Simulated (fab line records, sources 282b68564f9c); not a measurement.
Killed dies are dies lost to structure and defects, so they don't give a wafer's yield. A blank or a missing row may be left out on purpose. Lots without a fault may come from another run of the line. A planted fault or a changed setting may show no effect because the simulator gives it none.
A struck lot beside a sound one | flow rit_cmos | 45 steps out of a route of 202
Sound: wafers L717.1, L717.2, L717.4. Struck: wafers L726.3, L726.4, L726.5. The cause comes at the end.
At each step with rows: each side's tool, then ch and its chambers, then its first start. Under that, the readings that differ: sound wafers | struck wafers | difference of the means | sigmas: that difference in standard deviations of wafers without a fault.
alike: readings whose means differ by less than 2 such deviations, and words and numbers that are the same on both sides. not compared: withheld readings, readings that some wafer has no value for, bounds like >300 that may hide the same value, and numbers for which the record gives no deviation and whose values overlap.
The two part at a step that has a row with sigmas, a row that says differs or no value, or rows on one side only. Numbers that don't overlap but have no deviation are shown without sigmas and don't part them. A reading that every wafer of one side lacks parts them only if that side has two wafers or more.

RIT_GATE_CD_MEAS_16: target cd 150 nm.
  sound on cd_sem-02, day 4 19:20; struck on cd_sem-01, day 6 17:14
  alike: cd_nm
RIT_GATE_OVL_MEAS_17:
  sound on overlay-02, day 4 19:27; struck on overlay-01, day 6 17:20
  alike: GATE_OVL
then, 1 step without rows for these wafers: RIT_GATE_HARDBAKE_18 (time 60 s).
RIT_GATE_ETCH_19: etches poly-Si in SF6/CHF3/O2, stops on SiO2, time 165 s, target depth 312.5 nm.
  sound on rie_si-02 ch 1,2,3, day 4 19:38; struck on rie_si-01 ch 0,2, day 6 17:30
  alike: drypump_motor_current_A, oes_product_au, throttle_valve_pct
  not compared: rf_hours_counter_h
RIT_GATE_STRIP_20: strips in O2, time 180 s.
  sound on plasma_asher-02 ch 0,1, day 4 19:44; struck on plasma_asher-03 ch 0,1, day 6 17:40
  alike: drypump_motor_current_A
  not compared: rf_hours_counter_h
RIT_GATE_CD_MEAS_90: target cd 150 nm.
  sound on cd_sem-01, day 4 19:55; struck on cd_sem-01, day 6 17:49
  alike: cd_nm
then, 4 steps without rows for these wafers: RIT_REOX_CLEAN_00 (cleans in SC1, time 600 s); RIT_REOX_CLEAN_01 (cleans in dHF, time 30 s); RIT_REOX_CLEAN_02 (cleans in SC2, time 586.1 s); RIT_REOX_OXIDATION_03 (target thk 25.2 nm, ox time 5580 s).
RIT_REOX_THK_MEAS_04:
  sound on film_metro-01, day 4 23:02; struck on film_metro-01, day 6 21:19
  alike: REOX_OXIDE_THK
then, 1 step without rows for these wafers: RIT_NLDD_HMDS_00 (prime time 60 s).
RIT_NLDD_COAT_01: resist thk 1000 nm.
  sound on litho_track-01 ch 0, day 4 23:15; struck on litho_track-01, day 6 21:33
  no value came back on the struck wafers for chill_plate_temp_C (C), dispense_pressure_kPa (kPa); on the sound wafers chill_plate_temp_C (C) reads 22.76 23.03 23.02
then, 4 steps without rows for these wafers: RIT_NLDD_SOFTBAKE_02 (time 60 s); RIT_NLDD_EXPOSE_03 (exposes mask M7, target cd 40700 nm); RIT_NLDD_PEB_04; RIT_NLDD_DEVELOP_05 (develop time 50 s).
RIT_NLDD_OVL_MEAS_06:
  sound on overlay-01, day 4 23:57; struck on overlay-02, day 6 22:20
  reading       | sound       | struck | difference                    | sigmas
  NLDD_OVL (nm) | 2.2 2.8 3.5 | - - -  | no value on the struck wafers |
then, 2 steps without rows for these wafers: RIT_NLDD_HARDBAKE_07 (time 60 s); RIT_NLDD_IMPLANT_08.
RIT_NLDD_STRIP_09: strips in O2, time 180 s.
  sound on plasma_asher-03 ch 0,1, day 5 00:17; struck on plasma_asher-01 ch 0,1, day 6 22:43
  alike: drypump_motor_current_A
  not compared: rf_hours_counter_h
RIT_NLDD_TW_MEAS_10:
  sound on film_metro-04, day 5 00:28; struck on film_metro-04, day 6 22:52
  alike: NLDD_TW
then, 6 steps without rows for these wafers: RIT_PLDD_HMDS_00 (prime time 60 s); RIT_PLDD_COAT_01 (resist thk 1000 nm); RIT_PLDD_SOFTBAKE_02 (time 60 s); RIT_PLDD_EXPOSE_03 (exposes mask M8, target cd 40900 nm); RIT_PLDD_PEB_04; RIT_PLDD_DEVELOP_05 (develop time 50 s).
RIT_PLDD_OVL_MEAS_06:
  sound on overlay-01, day 5 01:22; struck on overlay-02, day 6 23:53
  alike: PLDD_OVL
then, 2 steps without rows for these wafers: RIT_PLDD_HARDBAKE_07 (time 60 s); RIT_PLDD_IMPLANT_08.
RIT_PLDD_STRIP_09: strips in O2, time 180 s.
  sound on plasma_asher-01 ch 0,1, day 5 01:43; struck on plasma_asher-04 ch 0,1, day 7 00:16
  alike: drypump_motor_current_A
  not compared: rf_hours_counter_h
RIT_PLDD_TW_MEAS_10:
  sound on film_metro-04, day 5 01:53; struck on film_metro-01, day 7 00:24
  reading | sound          | struck         | difference | sigmas
  PLDD_TW | 2365 2360 2353 | 2910 2906 2906 | +548       | +46
then, 4 steps without rows for these wafers: RIT_SPACER_CLEAN_00 (cleans in SC1, time 600 s); RIT_SPACER_CLEAN_01 (cleans in dHF, time 30 s); RIT_SPACER_CLEAN_02 (cleans in SC2, time 600 s); RIT_SPACER_CVD_03 (deposits Si3N4 from SiH2Cl2/NH3, target thk 250 nm, time 3300 s).
RIT_SPACER_THK_MEAS_04:
  sound on film_metro-02, day 5 04:14; struck on film_metro-02, day 7 02:45
  alike: SPACER_NITRIDE_THK
RIT_SPACER_ETCHBACK_05: etches Si3N4 in SF6/CHF3, stops on SiO2, target depth 250 nm, time 240 s.
  sound on rie_diel-01 ch 0,2,3, day 5 04:17; struck on rie_diel-01 ch 0,1, day 7 02:47
  alike: drypump_motor_current_A, oes_product_au, throttle_valve_pct
  not compared: rf_hours_counter_h
then, 3 steps without rows for these wafers: RIT_NSD_HMDS_00 (prime time 60 s); RIT_NSD_COAT_01 (resist thk 1000 nm); RIT_NSD_SOFTBAKE_02 (time 60 s).
RIT_NSD_TW_MEAS_10:
  sound on film_metro-01, day 5 05:48; struck on film_metro-01, day 7 04:19
  reading | sound          | struck         | difference | sigmas
  NSD_TW  | 3128 3157 3149 | 3340 3343 3357 | +202       | +13
RIT_PSD_TW_MEAS_10:
  sound on film_metro-02, day 5 07:26; struck on film_metro-01, day 7 05:44
  alike: PSD_TW
RIT_M1_PROBE_99:
  sound on prober-01, day 5 15:27; struck on prober-02, day 7 14:05
  reading             | sound  | struck      | difference | sigmas
  killed_at_front_end | 1 6 12 | 264 264 264 | +258       | +81
  killed_dies         | 1 6 12 | 264 264 264 | +258       | +81
  killed_on_rim       | 0 1 3  | 70 70 70    | +69        | +49
  alike: killed_at_contacts, killed_open, killed_short

WHERE THEY PART
First at RIT_NLDD_COAT_01; last, within this record, at RIT_M1_PROBE_99.

WHY: what the simulator had put in
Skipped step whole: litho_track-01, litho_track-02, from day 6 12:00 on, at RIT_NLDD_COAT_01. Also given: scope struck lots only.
